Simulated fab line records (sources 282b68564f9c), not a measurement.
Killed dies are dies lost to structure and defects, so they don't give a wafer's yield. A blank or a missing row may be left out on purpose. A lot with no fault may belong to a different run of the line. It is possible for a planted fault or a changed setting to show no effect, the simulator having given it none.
Which of the tools did it? + flow ritCmos + 14 lots with 42 wafers sampled at 6 steps, on a route of 202 steps

WHAT THE GAUGES READ, wafer by wafer
RIT_PWELL_TW_MEAS_10.
| lot  | measured    | on           | PWELL_TW                      |
|------|-------------|--------------|-------------------------------|
| L730 | day 1 23:48 | filmMetro-02 | 949 958 950                   |
| L732 | day 2 11:20 | filmMetro-02 | 957 957 952                   |
| L733 | day 2 16:41 | filmMetro-03 | 952 951 956                   |
| L734 | day 2 20:07 | filmMetro-03 | 950 949 954                   |
| L735 | day 3 01:41 | filmMetro-01 | 959 960 962                   |
| L736 | day 3 04:48 | filmMetro-02 | 950 950 953                   |
| L738 | day 3 16:14 | filmMetro-03 | 946 946 947                   |
| L741 | day 4 05:33 | filmMetro-02 | 1103 1112 1104 1110 1106 1113 |
| L743 | day 4 15:50 | filmMetro-03 | 948 943 942                   |
| L744 | day 4 21:26 | filmMetro-03 | 1095 1100 1093 1098 1099 1096 |
| L745 | day 5 02:57 | filmMetro-01 | 954 955 952                   |
| L749 | day 5 21:42 | filmMetro-03 | 948 957 954                   |
| L751 | day 6 07:47 | filmMetro-01 | 956 960 962                   |
| L752 | day 6 14:17 | filmMetro-02 | 953 957 956                   |

RIT_WELLDRIVE_RS_MEAS_02: a four-point-probe measurement.
| lot  | measured    | on           | PWELL_RS (ohm/sq)                   |
|------|-------------|--------------|-------------------------------------|
| L730 | day 2 06:24 | filmMetro-02 | 430.9 430.6 430.9                   |
| L732 | day 2 16:46 | filmMetro-02 | 428.7 428.5 429.8                   |
| L733 | day 2 21:57 | filmMetro-01 | 431.2 431.1 430.9                   |
| L734 | day 3 01:24 | filmMetro-03 | 431.4 430.6 430.8                   |
| L735 | day 3 06:58 | filmMetro-02 | 432.4 430.4 430.8                   |
| L736 | day 3 10:04 | filmMetro-02 | 431.2 431.2 429.8                   |
| L738 | day 3 21:29 | filmMetro-02 | 431.4 429.6 429.7                   |
| L741 | day 4 12:40 | filmMetro-02 | 321.6 321.6 321.8 321.8 322.0 322.0 |
| L743 | day 4 21:07 | filmMetro-01 | 431.4 431.2 432.1                   |
| L744 | day 5 04:01 | filmMetro-02 | 322.2 321.9 323.4 322.5 322.5 322.6 |
| L745 | day 5 08:13 | filmMetro-02 | 430.9 430.3 430.9                   |
| L749 | day 6 04:02 | filmMetro-02 | 430.4 430.8 429.5                   |
| L751 | day 6 13:03 | filmMetro-02 | 429.8 430.5 429.1                   |
| L752 | day 6 19:33 | filmMetro-02 | 430.3 429.4 430.5                   |

RIT_M1_CD_MEAS_90: the cd target is 2600 nm.
| lot  | measured    | on       | cdNm (nm)      |
|------|-------------|----------|----------------|
| L730 | day 3 10:58 | cdSem-02 | 2601 2604 2599 |
| L732 | day 3 23:02 | cdSem-02 | 2601 2601 2600 |
| L733 | day 4 01:29 | cdSem-02 | 2600 2598 2599 |
| L734 | day 4 08:37 | cdSem-02 | 2596 2597 2596 |
| L735 | day 4 09:41 | cdSem-02 | 2601 2602 2597 |
| L736 | day 4 13:15 | cdSem-02 | 2599 2599 2594 |
| L738 | day 5 00:05 | cdSem-01 | 2598 2600 2602 |
| L743 | day 6 01:31 | cdSem-01 | 2600 2599 2597 |
| L745 | day 6 10:34 | cdSem-01 | 2599 2594 2596 |
| L749 | day 7 06:20 | cdSem-01 | 2599 2603 2598 |
| L751 | day 8 04:22 | cdSem-01 | 2595 2590 2594 |
| L752 | day 8 09:55 | cdSem-01 | 2598 2594 2599 |

TOOL THAT RAN EACH LOT (tool first, then ch and the chambers of the sampled wafers, then the start)
| lot  | RIT_ACTIVE_STRIP_14                | RIT_PWELL_IMPLANT_08           | RIT_PLDD_STRIP_09                  |
|------|------------------------------------|--------------------------------|------------------------------------|
| L730 | plasmaAsher-01 ch 0,1, day 1 15:57 | implanter-04 ch 0, day 1 23:31 | plasmaAsher-04 ch 0,1, day 2 22:42 |
| L732 | plasmaAsher-04 ch 0,1, day 2 00:58 | implanter-02 ch 0, day 2 11:01 | plasmaAsher-04 ch 0,1, day 3 11:14 |
| L733 | plasmaAsher-04 ch 0,1, day 2 07:52 | implanter-02 ch 0, day 2 16:22 | plasmaAsher-04 ch 0,1, day 3 12:22 |
| L734 | plasmaAsher-04 ch 0,1, day 2 10:52 | implanter-04 ch 0, day 2 19:49 | plasmaAsher-03 ch 0,1, day 3 20:42 |
| L735 | plasmaAsher-02 ch 0,1, day 2 17:32 | implanter-02 ch 0, day 3 01:23 | plasmaAsher-01 ch 0,1, day 3 21:47 |
| L736 | plasmaAsher-04 ch 0,1, day 2 20:58 | implanter-02 ch 0, day 3 04:29 | plasmaAsher-03 ch 0,1, day 4 01:05 |
| L738 | plasmaAsher-04 ch 0, day 3 08:26   | implanter-02 ch 0, day 3 15:54 | plasmaAsher-04 ch 0,1, day 4 11:49 |
| L741 | plasmaAsher-04 ch 0,1, day 3 21:58 | implanter-04 ch 0, day 4 05:14 | -                                  |
| L743 | plasmaAsher-04 ch 0,1, day 4 08:02 | implanter-01 ch 0, day 4 15:32 | plasmaAsher-04 ch 0,1, day 5 13:48 |
| L744 | plasmaAsher-04 ch 0,1, day 4 13:11 | implanter-04 ch 0, day 4 21:08 | -                                  |
| L745 | plasmaAsher-04 ch 0,1, day 4 17:58 | implanter-01 ch 0, day 5 02:38 | plasmaAsher-04 ch 0,1, day 5 22:48 |
| L749 | plasmaAsher-01 ch 0,1, day 5 14:03 | implanter-01 ch 0, day 5 21:23 | plasmaAsher-04 ch 0,1, day 6 18:20 |
| L751 | plasmaAsher-02 ch 0,1, day 5 23:50 | implanter-02 ch 0, day 6 07:28 | plasmaAsher-03 ch 0,1, day 7 04:39 |
| L752 | plasmaAsher-02 ch 0,1, day 6 04:58 | implanter-02 ch 0, day 6 13:58 | plasmaAsher-03 ch 0,1, day 7 21:31 |
- RIT_ACTIVE_STRIP_14: strips in O2, time 180 s.
- RIT_PWELL_IMPLANT_08
- RIT_PLDD_STRIP_09: strips in O2, time 180 s.

AS READ BY THE TOOLS THEMSELVES (means over the sampled wafers that have a number; for cases with no such wafer, the mark the record gives instead)
RIT_ACTIVE_STRIP_14.
| lot  | tool           | drypumpMotorCurrentA (A) | rfReflPowerW (W) |
|------|----------------|--------------------------|------------------|
| L730 | plasmaAsher-01 | 5.5                      | 7.0              |
| L732 | plasmaAsher-04 | 5.3                      | 8.2              |
| L733 | plasmaAsher-04 | 5.3                      | 8.3              |
| L734 | plasmaAsher-04 | 5.1                      | 8.2              |
| L735 | plasmaAsher-02 | 5.9                      | 6.4              |
| L736 | plasmaAsher-04 | 5.3                      | 8.2              |
| L738 | plasmaAsher-04 | 5.0                      | 7.9              |
| L741 | plasmaAsher-04 | 5.2                      | 8.2              |
| L743 | plasmaAsher-04 | 5.2                      | 8.5              |
| L744 | plasmaAsher-04 | 5.3                      | 8.3              |
| L745 | plasmaAsher-04 | 5.3                      | 8.3              |
| L749 | plasmaAsher-01 | 5.5                      | 6.9              |
| L751 | plasmaAsher-02 | 5.7                      | 6.2              |
| L752 | plasmaAsher-02 | 5.7                      | 6.0              |

RIT_PWELL_IMPLANT_08.
| lot  | tool         | doseIonsCm2 | faradayCurrentUA |
|------|--------------|-------------|------------------|
| L730 | implanter-04 | 7e+13       | 225              |
| L732 | implanter-02 | 7e+13       | 224              |
| L733 | implanter-02 | 7e+13       | 225              |
| L734 | implanter-04 | 7e+13       | 224              |
| L735 | implanter-02 | 7e+13       | 226              |
| L736 | implanter-02 | 7e+13       | 212              |
| L738 | implanter-02 | 7e+13       | 221              |
| L741 | implanter-04 | 1e+14       | 359              |
| L743 | implanter-01 | 7e+13       | 225              |
| L744 | implanter-04 | 1e+14       | 355              |
| L745 | implanter-01 | 7e+13       | 221              |
| L749 | implanter-01 | 7e+13       | 221              |
| L751 | implanter-02 | 7e+13       | 226              |
| L752 | implanter-02 | 7e+13       | 221              |

RIT_PLDD_STRIP_09.
| lot  | tool           | drypumpMotorCurrentA (A) | rfReflPowerW (W) |
|------|----------------|--------------------------|------------------|
| L730 | plasmaAsher-04 | 5.1                      | 8.1              |
| L732 | plasmaAsher-04 | 5.3                      | 8.4              |
| L733 | plasmaAsher-04 | 5.2                      | 8.0              |
| L734 | plasmaAsher-03 | 5.7                      | 6.3              |
| L735 | plasmaAsher-01 | 5.5                      | 6.9              |
| L736 | plasmaAsher-03 | 5.7                      | 6.1              |
| L738 | plasmaAsher-04 | 5.3                      | 8.3              |
| L743 | plasmaAsher-04 | 5.2                      | 8.2              |
| L745 | plasmaAsher-04 | 5.2                      | 8.2              |
| L749 | plasmaAsher-04 | 5.2                      | 7.9              |
| L751 | plasmaAsher-03 | 5.9                      | 6.9              |
| L752 | plasmaAsher-03 | 5.7                      | 6.2              |

THE ANSWER, worked out from the rows above alone
Rule: what is usual is taken from the lots themselves. The widest of any qualifying gaps counts: lots, ordered by their means at a reading, are off when they make up no more than a third of the lots, leave a main group of 4 or more, and stand apart from it by 3 or more times the standard deviation of that group's means. If all means in a main group match to the digits the tables above print for the reading, that group is not used. A lot without any number at a reading at which 4 lots or more have one is off too. Where the step has rows for the other lots, those lots are counted as sound. The gauges are gone through in route order, then the tools' own readings, and for those a lot's mean is taken as printed above. At the first step where some lot is off, the reading lying furthest off is the one used; lots without a number count as furthest.
Off: L741, L744, at RIT_PWELL_TW_MEAS_10 (PWELL_TW). Main group: mean 953, sd 4.4.
If a tool, at a process step before that reading, ran all the lots that are off and no sound lot after the first of them, it fits. Not tried: the gauges at RIT_PWELL_TW_MEAS_10; whatever is off there is also off at RIT_PWELL_IMPLANT_08, on other tools, and gauge error can't account for it. One candidate fits, namely implanter-04 at RIT_PWELL_IMPLANT_08. A fault onset in the window from L734 (day 2 19:49, its last sound lot) to L741 (day 4 05:14, its first lot off) fits.
The tool's own readings at RIT_PWELL_IMPLANT_08 bear it out: on the lots that are off they differ by more than 5 times the standard deviation of the sound lots' means. doseIonsCm2 reads 1e+14 there against 7e+13 on the sound lots; faradayCurrentUA reads 357 there against 223 on the sound lots.

WHAT THE SIMULATOR HAD PUT IN
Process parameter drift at RIT_PWELL_IMPLANT_08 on implanter-04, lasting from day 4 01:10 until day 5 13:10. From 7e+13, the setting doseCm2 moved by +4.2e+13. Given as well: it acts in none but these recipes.
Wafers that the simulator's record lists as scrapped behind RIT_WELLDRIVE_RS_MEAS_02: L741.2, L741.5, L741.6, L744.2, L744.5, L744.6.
Struck lots among those shown: L741, L744. The rule given above showed the same thing.
